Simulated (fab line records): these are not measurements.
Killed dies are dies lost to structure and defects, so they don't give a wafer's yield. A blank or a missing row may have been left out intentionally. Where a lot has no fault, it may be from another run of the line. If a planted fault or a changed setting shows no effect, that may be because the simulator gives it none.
Which tool is to blame? :: flow berkeleyCmos170 :: 14 lots with 42 wafers sampled at 4 steps, on a route of 331 steps

## WHAT THE GAUGES READ, wafer by wafer
UCB170_M1_CD_MEAS_90: the cd target is 700 nm. Usual: 699.5 nm for cdNm, sd 2.5.
lot: L343
measured: day 7 08:59
on: cdSem-02
cdNm (nm): 700.2 696.6 699.3
flag: 

lot: L342
measured: day 7 10:01
on: cdSem-01
cdNm (nm): 695.6 695.1 698.1
flag: 

lot: L344
measured: day 7 22:28
on: cdSem-01
cdNm (nm): 701.2 697.0 702.0
flag: 

lot: L345
measured: day 8 05:35
on: cdSem-01
cdNm (nm): 700.9 701.9 700.2
flag: 

lot: L346
measured: day 8 18:02
on: cdSem-01
cdNm (nm): 701.0 700.6 702.3
flag: 

lot: L350
measured: day 9 02:49
on: cdSem-02
cdNm (nm): 702.8 696.1 698.5
flag: 

lot: L348
measured: day 9 06:25
on: cdSem-02
cdNm (nm): 704.6 701.1 701.1
flag: 

lot: L349
measured: day 9 06:34
on: cdSem-02
cdNm (nm): 702.6 701.5 702.3
flag: 

lot: L352
measured: day 9 21:49
on: cdSem-01
cdNm (nm): 700.8 702.5 700.2
flag: 

lot: L351
measured: day 9 22:34
on: cdSem-01
cdNm (nm): 696.9 698.3 701.5
flag: 

lot: L353
measured: day 10 03:10
on: cdSem-01
cdNm (nm): 702.0 702.0 701.2
flag: 

lot: L357
measured: day 11 08:26
on: cdSem-02
cdNm (nm): 700.1 698.7 700.4
flag: 

lot: L361
measured: day 12 08:52
on: cdSem-02
cdNm (nm): 701.0 700.3 699.3
flag: 

lot: L362
measured: day 12 09:25
on: cdSem-01
cdNm (nm): 698.0 697.8 700.5
flag: 

UCB170_V1_THK_MEAS_01. Usual: V1_TEOS_THK gives 2000 nm (standard deviation 28).
lot: L343
measured: day 7 15:50
on: filmMetro-03
V1_TEOS_THK (nm): 2008 1998 2015
flag: 

lot: L342
measured: day 7 15:49
on: filmMetro-02
V1_TEOS_THK (nm): 1967 2011 2027
flag: 

lot: L344
measured: day 8 04:14
on: filmMetro-03
V1_TEOS_THK (nm): 1972 2065 2007
flag: 

lot: L345
measured: day 8 08:22
on: filmMetro-01
V1_TEOS_THK (nm): 1953 1984 2003
flag: 

lot: L346
measured: day 8 22:15
on: filmMetro-01
V1_TEOS_THK (nm): 1973 2012 2028
flag: 

lot: L350
measured: day 9 07:57
on: filmMetro-01
V1_TEOS_THK (nm): 1990 1987 2005
flag: 

lot: L348
measured: day 9 12:08
on: filmMetro-02
V1_TEOS_THK (nm): 1949 1984 2031
flag: 

lot: L349
measured: day 9 12:08
on: filmMetro-03
V1_TEOS_THK (nm): 2007 2008 2027
flag: 

lot: L352
measured: day 10 00:47
on: filmMetro-01
V1_TEOS_THK (nm): 1988 1302 1999
flag: OFF

lot: L351
measured: day 10 00:50
on: filmMetro-03
V1_TEOS_THK (nm): 2013 2055 2040
flag: 

lot: L353
measured: day 10 06:49
on: filmMetro-01
V1_TEOS_THK (nm): 1253 1946 2013
flag: OFF

lot: L357
measured: day 11 12:23
on: filmMetro-01
V1_TEOS_THK (nm): 1989 1981 2023
flag: 

lot: L361
measured: day 12 14:20
on: filmMetro-01
V1_TEOS_THK (nm): 1974 2011 2004
flag: 

lot: L362
measured: day 12 14:29
on: filmMetro-03
V1_TEOS_THK (nm): 1962 2004 2017
flag: 

UCB170_V1_CD_MEAS_12: the cd target is 700 nm. Usual: 699.7 nm for cdNm, sd 1.2.
lot: L343
measured: day 7 17:34
on: cdSem-02
cdNm (nm): 700.9 700.2 700.6
flag: 

lot: L342
measured: day 7 17:46
on: cdSem-01
cdNm (nm): 700.0 699.9 699.2
flag: 

lot: L344
measured: day 8 07:06
on: cdSem-02
cdNm (nm): 700.1 701.8 699.8
flag: 

lot: L345
measured: day 8 11:32
on: cdSem-02
cdNm (nm): 699.6 701.7 699.3
flag: 

lot: L346
measured: day 9 00:00
on: cdSem-02
cdNm (nm): 699.5 700.9 701.0
flag: 

lot: L350
measured: day 9 12:01
on: cdSem-01
cdNm (nm): 701.5 703.2 701.1
flag: 

lot: L348
measured: day 9 14:14
on: cdSem-01
cdNm (nm): 700.5 699.9 701.3
flag: 

lot: L349
measured: day 9 14:16
on: cdSem-02
cdNm (nm): 699.6 698.3 699.0
flag: 

lot: L352
measured: day 10 02:34
on: cdSem-02
cdNm (nm): 701.0 699.6 698.3
flag: 

lot: L351
measured: day 10 03:10
on: cdSem-02
cdNm (nm): 698.8 698.6 698.8
flag: 

lot: L353
measured: day 10 09:09
on: cdSem-02
cdNm (nm): 701.1 701.7 700.5
flag: 

lot: L357
measured: day 11 14:19
on: cdSem-02
cdNm (nm): 699.5 698.4 700.1
flag: 

lot: L361
measured: day 12 16:03
on: cdSem-02
cdNm (nm): 700.2 699.3 699.8
flag: 

lot: L362
measured: day 12 16:54
on: cdSem-02
cdNm (nm): 699.4 699.5 698.8
flag: 

## WHAT TOOL EACH LOT RAN ON (gives the tool, then ch and the chambers of the sampled wafers, and finally the start)
lot: L343
UCB170_V1_CVD_00: pecvd-01 ch 0,1,2, day 7 15:43

lot: L342
UCB170_V1_CVD_00: pecvd-02 ch 0,2, day 7 15:38

lot: L344
UCB170_V1_CVD_00: pecvd-02 ch 1,2, day 8 04:04

lot: L345
UCB170_V1_CVD_00: pecvd-03 ch 0,2, day 8 08:11

lot: L346
UCB170_V1_CVD_00: pecvd-01 ch 0,1,2, day 8 22:05

lot: L350
UCB170_V1_CVD_00: pecvd-01 ch 0,2, day 9 07:47

lot: L348
UCB170_V1_CVD_00: pecvd-02 ch 1,2, day 9 11:58

lot: L349
UCB170_V1_CVD_00: pecvd-01 ch 0,1,2, day 9 11:58

lot: L352
UCB170_V1_CVD_00: pecvd-01 ch 0,2, day 10 00:38

lot: L351
UCB170_V1_CVD_00: pecvd-03 ch 1,2, day 10 00:38

lot: L353
UCB170_V1_CVD_00: pecvd-01 ch 0,1,2, day 10 06:38

lot: L357
UCB170_V1_CVD_00: pecvd-02 ch 0,1,2, day 11 12:10

lot: L361
UCB170_V1_CVD_00: pecvd-03 ch 0,2, day 12 14:11

lot: L362
UCB170_V1_CVD_00: pecvd-03 ch 1,2, day 12 14:20
- UCB170_V1_CVD_00: deposits SiO2 from TEOS/O2, target thk 2000 nm, time 250 s.

## WHAT THE TOOLS THEMSELVES READ (means of the sampled wafers that have a number; where no wafer has one, the mark that the record gives instead)
UCB170_V1_CVD_00. Usual: heaterPowerW 247 W, standard deviation 76; runLengthS 277.9 s, standard deviation 0.62.
lot: L343
tool: pecvd-01
heaterPowerW (W): 255
runLengthS (s): 278.4
flag: 

lot: L342
tool: pecvd-02
heaterPowerW (W): 274
runLengthS (s): 277.2
flag: 

lot: L344
tool: pecvd-02
heaterPowerW (W): 200
runLengthS (s): 277.6
flag: 

lot: L345
tool: pecvd-03
heaterPowerW (W): 200
runLengthS (s): 278.0
flag: 

lot: L346
tool: pecvd-01
heaterPowerW (W): 317
runLengthS (s): 278.5
flag: 

lot: L350
tool: pecvd-01
heaterPowerW (W): 308
runLengthS (s): 278.6
flag: 

lot: L348
tool: pecvd-02
heaterPowerW (W): 178
runLengthS (s): 277.9
flag: 

lot: L349
tool: pecvd-01
heaterPowerW (W): 240
runLengthS (s): 278.6
flag: 

lot: L352
tool: pecvd-01
heaterPowerW (W): 280
runLengthS (s): 248.5
flag: OFF

lot: L351
tool: pecvd-03
heaterPowerW (W): 190
runLengthS (s): 278.2
flag: 

lot: L353
tool: pecvd-01
heaterPowerW (W): 286
runLengthS (s): 248.5
flag: OFF

lot: L357
tool: pecvd-02
heaterPowerW (W): 276
runLengthS (s): 277.4
flag: 

lot: L361
tool: pecvd-03
heaterPowerW (W): 209
runLengthS (s): 278.0
flag: 

lot: L362
tool: pecvd-03
heaterPowerW (W): 238
runLengthS (s): 277.6
flag: 

## THE ANSWER, worked out from the rows above alone
Rule: lot off if the mean of its wafers having a number is beyond 3 standard deviations from the usual mean. A lot without any number at a reading at which 4 lots or more have one is off too. Any other lot the step has rows for is counted as sound. After the gauges, taken in route order, come the tools' own readings; for these a lot's mean is taken, as printed above. At the first step where some lot is off, the reading lying furthest off is the one used; lots without a number count as furthest.
Off: at UCB170_V1_THK_MEAS_01 (V1_TEOS_THK), L352, L353.
If a tool, at a process step before that reading, ran all the lots that are off and no sound lot after the first of them, it fits. The gauges at UCB170_V1_THK_MEAS_01 aren't tried: what is off there is off at UCB170_V1_CVD_00 too, on other tools, and a gauge's error can't cause that. One candidate fits, namely pecvd-01 at UCB170_V1_CVD_00. Its last sound lot is L349 (day 9 11:58), its first lot that is off L352 (day 10 00:38): a fault that began between those two fits.
The tool's own readings at UCB170_V1_CVD_00 bear it out: on the lots that are off they differ by more than 5 times the standard deviation of the sound lots' means. runLengthS reads 248.5 s there against 278.0 s on the sound lots.

## WHAT THE SIMULATOR PUT IN
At UCB170_V1_CVD_00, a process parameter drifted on pecvd-01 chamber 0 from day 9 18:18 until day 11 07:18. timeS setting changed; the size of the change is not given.
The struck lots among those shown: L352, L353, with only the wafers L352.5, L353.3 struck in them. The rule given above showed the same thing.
